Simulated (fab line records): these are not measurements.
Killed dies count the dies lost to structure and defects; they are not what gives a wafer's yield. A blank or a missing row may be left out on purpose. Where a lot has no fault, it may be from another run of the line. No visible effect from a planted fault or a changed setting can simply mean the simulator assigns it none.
2 desks, one fault | flow ritCmos | each desk has only its own numbers; what lay behind them comes last

== METROLOGY DESK ==
What the gauges read for every lot (on any tool): the sampled wafers with a number, averaged. Any lot whose mean is over 4 standard deviations away from the usual mean is out of limits and marked OUT; that distance is given in the brackets.
Columns: A = M1_AL_RS at RIT_M1_RS_MEAS_01, usual 0.0733 ohm/sq; B = M1_AL_THK at RIT_M1_THK_MEAS_02, usual 402 nm; C = cdNm at RIT_M1_CD_MEAS_09, usual 2601.6 nm; D = M1_OVL at RIT_M1_OVL_MEAS_10, usual -0.5 nm
lot  | first seen here | A      | B   | C      | D
L805 | day 4 07:25     | 0.0732 | 402 | 2599.7 | 0.4
L807 | day 4 18:38     | 0.0729 | 403 | 2599.6 | 0.3
L811 | day 5 14:57     | 0.0727 | 405 | 2604.8 | -2.7
L814 | day 6 02:22     | 0.0748 | 394 | 2601.0 | -0.3
L817 | day 6 18:11     | 0.0727 | 409 | 2600.3 | 0.1
L821 | day 7 10:48     | 0.0729 | 403 | 2598.9 | -0.3
Finding of this desk: none of the 6 lots has anything out of limits.

== THE TOOL OWNER'S DESK: rieMetal-01 ==
The tool's own readings at RIT_M1_METAL_ETCH_12 (etches Al in Cl2/BCl3, stops on SiO2, time 165 s, target depth 600 nm): means of the sampled wafers that have a number, for each lot that ran on this tool. Any lot whose mean is over 4 standard deviations away from the usual mean is out of limits and marked OUT; that distance is given in the brackets.
Columns: A = drypumpMotorCurrentA at RIT_M1_METAL_ETCH_12, usual 5.72 A; B = oesProductAu at RIT_M1_METAL_ETCH_12, usual 0.777 a.u.; C = rfFwdPowerW at RIT_M1_METAL_ETCH_12, usual 248.8 W; D = throttleValvePct at RIT_M1_METAL_ETCH_12, usual 8.28 %
lot  | first seen here | A    | B     | C               | D
L805 | day 4 09:00     | 5.78 | 0.777 | 249.2           | 8.15
L811 | day 5 16:32     | 5.76 | 0.781 | 278.4 (+35) OUT | 8.15
L814 | day 6 03:51     | 5.70 | 0.776 | 279.0 (+36) OUT | 8.14
Finding of this desk: L811, L814 out of limits; the first was L811 at day 5 16:32, on rfFwdPowerW at RIT_M1_METAL_ETCH_12. L805: within limits.

== TAKEN TOGETHER ==
On L811, L814, at day 5 16:32, an alarm was possible from the tool owner's desk.
From the metrology desk's view, nothing was out of limits.
The metrology desk holds a record of L811, L814, inside its limits.
On rieMetal-01, each named lot ran RIT_M1_METAL_ETCH_12.

== WHAT WAS PUT IN BY THE SIMULATOR ==
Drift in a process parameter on rieMetal-01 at RIT_M1_METAL_ETCH_12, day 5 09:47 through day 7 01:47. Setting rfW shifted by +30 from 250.
Struck lots among those shown: L811, L814.
Hours from the fault's start to each desk's first reading out of limits: the tool owner's desk, 7.
